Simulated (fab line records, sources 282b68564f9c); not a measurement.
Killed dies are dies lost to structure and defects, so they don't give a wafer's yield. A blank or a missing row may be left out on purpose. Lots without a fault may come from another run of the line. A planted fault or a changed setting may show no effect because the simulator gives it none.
A struck lot beside a sound one | flow rit_cmos | 15 steps out of a route of 202
Sound: wafers L695.2, L695.3, L695.4. Struck: wafers L692.1, L692.3, L692.5. The cause comes at the end.
At each step with rows: each side's tool, then ch and its chambers, then its first start. Under that, the readings that differ: sound wafers | struck wafers | difference of the means | sigmas: that difference in standard deviations of wafers without a fault.
alike: readings whose means differ by less than 2 such deviations, and words and numbers that are the same on both sides. not compared: withheld readings, readings that some wafer has no value for, bounds like >300 that may hide the same value, and numbers for which the record gives no deviation and whose values overlap.
The two part at a step that has a row with sigmas, a row that says differs or no value, or rows on one side only. Numbers that don't overlap but have no deviation are shown without sigmas and don't part them. A reading that every wafer of one side lacks parts them only if that side has two wafers or more.

RIT_ACTIVE_THK_MEAS_02:
  sound on film_metro-02, day 6 02:27; struck on film_metro-01, day 5 13:04
  alike: ACTIVE_OXIDE_THK
then, 1 step without rows for these wafers: RIT_ACTIVE_CVD_03 (deposits Si3N4 from SiH2Cl2/NH3, target thk 150 nm, time 1500 s).
RIT_ACTIVE_THK_MEAS_04:
  sound on film_metro-02, day 6 03:55; struck on film_metro-04, day 5 14:33
  reading                 | sound             | struck            | difference | sigmas
  ACTIVE_NITRIDE_THK (nm) | 151.6 151.1 150.2 | 146.9 147.9 147.8 | -3.4       | -2
then, 6 steps without rows for these wafers: RIT_ACTIVE_HMDS_05 (prime time 60 s); RIT_ACTIVE_COAT_06 (resist thk 1000 nm); RIT_ACTIVE_SOFTBAKE_07 (time 60 s); RIT_ACTIVE_EXPOSE_08 (exposes mask M1, target cd 1400 nm); RIT_ACTIVE_PEB_09; RIT_ACTIVE_DEVELOP_10 (develop time 50 s).
RIT_ACTIVE_CD_MEAS_11: target cd 1400 nm.
  sound on cd_sem-02, day 6 04:50; struck on cd_sem-01, day 5 15:35
  alike: cd_nm
then, 1 step without rows for these wafers: RIT_ACTIVE_HARDBAKE_12 (time 60 s).
RIT_ACTIVE_ETCH_13: etches Si3N4 in SF6, stops on SiO2, time 210 s, target depth 210 nm.
  sound on rie_diel-04 ch 0,1, day 6 05:05; struck on rie_diel-02 ch 1,2, day 5 15:51
  alike: drypump_motor_current_A, oes_product_au, rf_fwd_power_W, throttle_valve_pct
  not compared: rf_hours_counter_h
RIT_ACTIVE_STRIP_14: strips in O2, time 180 s.
  sound on plasma_asher-04 ch 0,1, day 6 05:14; struck on plasma_asher-03 ch 0,1, day 5 15:59
  no value came back on the struck wafers for chamber_pressure_mTorr (mTorr), drypump_motor_current_A (A); on the sound wafers chamber_pressure_mTorr (mTorr) reads 4001 3997 4000
  reading                                     | sound | struck            | difference | sigmas
  model.NOVOLAK_of_ACTIVE_COAT_06.thk_nm (nm) | 0 0 0 | 656.7 652.5 653.7 | +654.3     |
  not compared: rf_hours_counter_h
RIT_ACTIVE_CD_MEAS_90: target cd 1400 nm.
  sound on cd_sem-01, day 6 05:25; struck on cd_sem-01, day 5 16:10
  alike: cd_nm
-- the record jumps here: 2 days lie between the struck wafers' starts before and after (it left off in module ACTIVE and takes up again in module M1, whose first step shown is number 202 of the route) --
RIT_M1_PROBE_99:
  sound on prober-01, day 8 08:38; struck on prober-02, day 7 17:08
  reading             | sound   | struck      | difference | sigmas
  killed_at_front_end | 9 11 11 | 263 264 264 | +253       | +87
  killed_dies         | 9 11 11 | 264 264 264 | +254       | +87
  killed_on_rim       | 3 4 3   | 70 70 70    | +67        | +48
  alike: killed_at_contacts, killed_open, killed_short

WHERE THEY PART
First at RIT_ACTIVE_THK_MEAS_04; last, within this record, at RIT_M1_PROBE_99.

WHY: what the simulator had put in
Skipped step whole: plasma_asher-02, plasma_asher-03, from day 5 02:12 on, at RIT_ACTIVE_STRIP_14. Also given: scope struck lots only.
